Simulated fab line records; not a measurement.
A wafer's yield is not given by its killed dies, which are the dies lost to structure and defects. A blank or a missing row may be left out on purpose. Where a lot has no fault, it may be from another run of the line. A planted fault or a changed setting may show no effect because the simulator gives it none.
One fault seen from 2 desks	flow rit cmos	numbers are kept per desk, each desk with only its own; the story behind them comes last

METROLOGY DESK
Lot by lot, what the gauges showed, no matter which tool ran the lot: averages of those sampled wafers that carry a number. If a lot's mean is further than 4 standard deviations from the usual mean, the lot is out of limits and carries the mark OUT (the distance appears in the brackets).
Columns: A = NLDD_OVL at RIT_NLDD_OVL_MEAS_06, usual 0.0 nm; B = SPACER_NITRIDE_THK at RIT_SPACER_THK_MEAS_04, usual 249.0 nm; C = cd nm at RIT_CONTACT_CD_MEAS_08, usual 999.7 nm
lot	first seen here	A	B	C
L488	day 2 22:18	0.2	250.6	999.3
L489	day 3 03:21	0.3	249.8	1000.2
L490	day 3 04:47	0.6	249.5	1000.8
L491	day 3 15:56	-0.1	250.8	999.9
L492	day 3 22:41	1.5	247.9	1003.1
L494	day 4 05:43	-0.1	252.8	999.1
L493	day 4 05:56	1.3	244.2	999.4
L495	day 4 13:31	1.2	248.7	1002.4
L497	day 4 23:55	-1.4	250.4	999.3
L499	day 5 11:18	-0.2	253.5	999.4
L502	day 5 20:40	-0.7	245.7	999.5
L504	day 6 07:02	2.1	248.8	999.6
L509	day 7 11:18	0.6	250.3	999.3
This desk found nothing out of limits on any of the 13 lots.

TOOL OWNER'S DESK, rie diel-02
The tool's own readings at RIT_CONTACT_ETCH_11 (etches SiO2 in CHF3/CF4/Ar, stops on TiSi2, target depth 480 nm, time 320 s): means of the sampled wafers that have a number, for each lot that ran on this tool. If a lot's mean is further than 4 standard deviations from the usual mean, the lot is out of limits and carries the mark OUT (the distance appears in the brackets).
Columns: A = O2_flow_sccm at RIT_CONTACT_ETCH_11, usual 4.999 sccm; B = drypump motor current A at RIT_CONTACT_ETCH_11, usual 5.9 A; C = oes product au at RIT_CONTACT_ETCH_11, usual 0.990 a.u.; D = rf fwd power W at RIT_CONTACT_ETCH_11, usual 199.6 W; E = throttle valve pct at RIT_CONTACT_ETCH_11, usual 8.89 %
lot	first seen here	A	B	C	D	E
L488	day 3 08:44	5.006	5.8	0.991	198.9	8.87
L490	day 3 15:43	4.992	6.1	0.992	199.7	8.81
L493	day 4 16:49	4.980	6.1	0.997	199.8	8.91
L495	day 5 00:19	4.985	5.9	0.989	199.5	9.04
L499	day 5 21:46	4.994	5.9	0.990	299.4 (+99 or more) OUT	8.94
L502	day 6 07:30	4.996	5.8	0.990	299.4 (+99 or more) OUT	8.84
Finding of this desk: L499, L502 out of limits; the first was L499 at day 5 21:46, on rf fwd power W at RIT_CONTACT_ETCH_11. Within limits: L488, L490, L493, L495.

PUT TOGETHER
An alarm could have come from the tool owner's desk at day 5 21:46, on L499, L502.
At the metrology desk, nothing out of limits was observed.
The metrology desk has L499, L502 on record, within its limits.
The lots listed all ran RIT_CONTACT_ETCH_11 on rie diel-02.

WHAT THE SIMULATOR PUT IN
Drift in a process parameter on rie diel-02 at RIT_CONTACT_ETCH_11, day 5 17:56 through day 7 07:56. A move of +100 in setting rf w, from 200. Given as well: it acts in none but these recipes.
Lots struck among those shown: L499, L502.
How many hours passed from the start of the fault until each desk's first out-of-limits reading: the tool owner's desk, 4.
